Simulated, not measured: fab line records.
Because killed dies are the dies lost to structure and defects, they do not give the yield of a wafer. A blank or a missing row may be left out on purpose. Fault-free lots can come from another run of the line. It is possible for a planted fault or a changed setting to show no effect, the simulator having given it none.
Which tool is to blame? | flow berkeleyCmos170 | 15 lots, 45 wafers sampled, at 4 steps of a route of 331

WHAT THE GAUGES SHOWED, per wafer
UCB170_FIELD_THK_MEAS_90.
lot  | measured     | on           | FIELD_OXIDE_LEFT_1_THK (nm)
L560 | day 6 01:06  | filmMetro-04 | 436 440 436
L562 | day 6 01:06  | filmMetro-02 | 449 449 460
L563 | day 6 22:19  | filmMetro-03 | 454 455 456
L566 | day 6 22:19  | filmMetro-04 | 457 451 449
L567 | day 7 07:24  | filmMetro-03 | 441 433 424
L573 | day 8 08:08  | filmMetro-04 | 444 425 448
L575 | day 8 08:08  | filmMetro-02 | 444 441 434
L576 | day 9 02:20  | filmMetro-04 | 441 451 445
L577 | day 10 07:20 | filmMetro-02 | 440 445 446
L579 | day 10 07:19 | filmMetro-03 | 429 430 428
L582 | day 10 19:11 | filmMetro-03 | 460 458 441
L583 | day 10 19:11 | filmMetro-04 | 449 450 443

UCB170_V1_OVL_MEAS_13.
lot  | measured     | on         | V1_OVL (nm)
L560 | day 8 17:56  | overlay-01 | 4 5 4
L562 | day 8 18:04  | overlay-02 | 2 5 1
L563 | day 9 13:28  | overlay-02 | 13 11 8
L566 | day 9 14:47  | overlay-01 | -1 -3 6
L567 | day 10 15:30 | overlay-02 | -7 -5 3
L573 | day 11 09:55 | overlay-02 | -2 6 11
L575 | day 11 11:36 | overlay-01 | -4 -2 -2
L576 | day 12 02:22 | overlay-01 | 9 -1 -2
L577 | day 13 12:28 | overlay-01 | -6 -3 -3
L579 | day 13 12:20 | overlay-02 | 2 0 -3
L582 | day 14 03:43 | overlay-02 | 1 2 1
L583 | day 14 02:04 | overlay-01 | 11 -2 0

TOOL THAT RAN EACH LOT (tool first, then ch and the chambers of the sampled wafers, then the start)
lot  | UCB170_PWELL_OXIDATION_02    | UCB170_CONTACT_STRIP_06
L560 | furnace-02 ch 0, day 3 04:29 | plasmaAsher-02 ch 0,1, day 8 04:05
L562 | furnace-01 ch 0, day 3 14:05 | plasmaAsher-01 ch 0,1, day 8 05:56
L563 | furnace-04 ch 0, day 4 00:14 | plasmaAsher-01 ch 0,1, day 9 05:29
L566 | furnace-04 ch 0, day 4 14:32 | plasmaAsher-01 ch 1, day 9 06:40
L567 | furnace-04 ch 0, day 4 14:32 | plasmaAsher-04 ch 1, day 10 01:16
L568 | furnace-01, day 4 19:56      | -
L569 | furnace-01, day 4 19:56      | -
L570 | furnace-01, day 4 19:56      | -
L573 | furnace-01 ch 0, day 5 17:37 | plasmaAsher-01 ch 0,1, day 11 02:21
L575 | furnace-01 ch 0, day 5 17:37 | plasmaAsher-04 ch 0,1, day 11 03:04
L576 | furnace-02 ch 0, day 6 10:32 | plasmaAsher-04 ch 0, day 11 18:52
L577 | furnace-02 ch 0, day 6 17:19 | plasmaAsher-01 ch 0,1, day 13 01:30
L579 | furnace-04 ch 0, day 6 22:31 | plasmaAsher-02 ch 0,1, day 13 01:28
L582 | furnace-01 ch 0, day 7 14:17 | plasmaAsher-02 ch 0,1, day 13 17:44
L583 | furnace-01 ch 0, day 7 14:17 | plasmaAsher-01 ch 0, day 13 17:22
- UCB170_PWELL_OXIDATION_02: target thk 26.4 nm, ox time 1260 s.
- UCB170_CONTACT_STRIP_06: strips in O2.

WHAT THE TOOLS THEMSELVES READ (means of the sampled wafers that have a number; where no wafer has one, the mark that the record gives instead)
UCB170_PWELL_OXIDATION_02.
lot  | tool       | oxTempC (C) | oxTempCMax | spikeTcCentreC (C)
L560 | furnace-02 | 999.7       | 1007.4     | 1003.1
L562 | furnace-01 | 1000.0      | 1003.7     | 1001.9
L563 | furnace-04 | 1000.0      | 1003.4     | 1003.4
L566 | furnace-04 | 999.4       | 1002.8     | 1003.6
L567 | furnace-04 | 1000.5      | 1003.7     | 1002.5
L568 | furnace-01 | -           | -          | -
L569 | furnace-01 | -           | -          | -
L570 | furnace-01 | -           | -          | -
L573 | furnace-01 | 999.9       | 1003.0     | 1001.7
L575 | furnace-01 | 1000.3      | 1003.9     | 1001.4
L576 | furnace-02 | 1000.2      | 1008.1     | 1002.1
L577 | furnace-02 | 1000.1      | 1006.2     | 1002.0
L579 | furnace-04 | 999.4       | 1003.0     | 1003.2
L582 | furnace-01 | 999.9       | 1003.4     | 1001.5
L583 | furnace-01 | 999.6       | 1003.4     | 1002.0

UCB170_CONTACT_STRIP_06.
lot  | tool           | drypumpMotorCurrentA (A) | oesProductAu (a.u.) | stripTimeToEndpointS (s)
L560 | plasmaAsher-02 | 6.0                      | 0.735               | 21.88
L562 | plasmaAsher-01 | 6.2                      | 0.735               | 21.91
L563 | plasmaAsher-01 | 6.3                      | 0.734               | 21.96
L566 | plasmaAsher-01 | 6.4                      | 0.735               | 21.95
L567 | plasmaAsher-04 | 5.3                      | 0.738               | 21.99
L573 | plasmaAsher-01 | 6.2                      | 0.732               | 21.87
L575 | plasmaAsher-04 | 5.4                      | 0.737               | 21.94
L576 | plasmaAsher-04 | 5.7                      | 0.735               | 21.91
L577 | plasmaAsher-01 | 6.3                      | 0.733               | 21.94
L579 | plasmaAsher-02 | 6.1                      | 0.734               | 21.94
L582 | plasmaAsher-02 | 6.2                      | 0.732               | 21.93
L583 | plasmaAsher-01 | 6.1                      | 0.734               | 22.01

THE ANSWER, worked out from the rows above alone
Rule: what is usual is taken from the lots themselves. Put in order of their means at a reading, lots are off if they are a third of the lots or fewer, leave a main group of 4 or more, and stand apart from it by a gap of 3 or more times the standard deviation of the main group's means; of several such gaps the widest counts. The tables above print the reading to a certain number of digits; a main group whose means all agree to those digits is not used. Also off: a lot with no number at a reading for which 4 or more lots have one. Any other lot the step has rows for is counted as sound. After the gauges, taken in route order, come the tools' own readings; for these a lot's mean is taken, as printed above. At the first step where some lot is off, the reading lying furthest off is the one used; lots without a number count as furthest.
Off, at UCB170_PWELL_OXIDATION_02 on oxTempC: L568, L569, L570. Without a number there: L568, L569, L570. The main group: mean 999.9 C, standard deviation 0.33.
If a tool, at that step or one of the process steps before it, ran each lot that is off and ran no sound lot following the first of them, it fits. Of those tried, none fits.

WHAT THE SIMULATOR HAD PUT IN
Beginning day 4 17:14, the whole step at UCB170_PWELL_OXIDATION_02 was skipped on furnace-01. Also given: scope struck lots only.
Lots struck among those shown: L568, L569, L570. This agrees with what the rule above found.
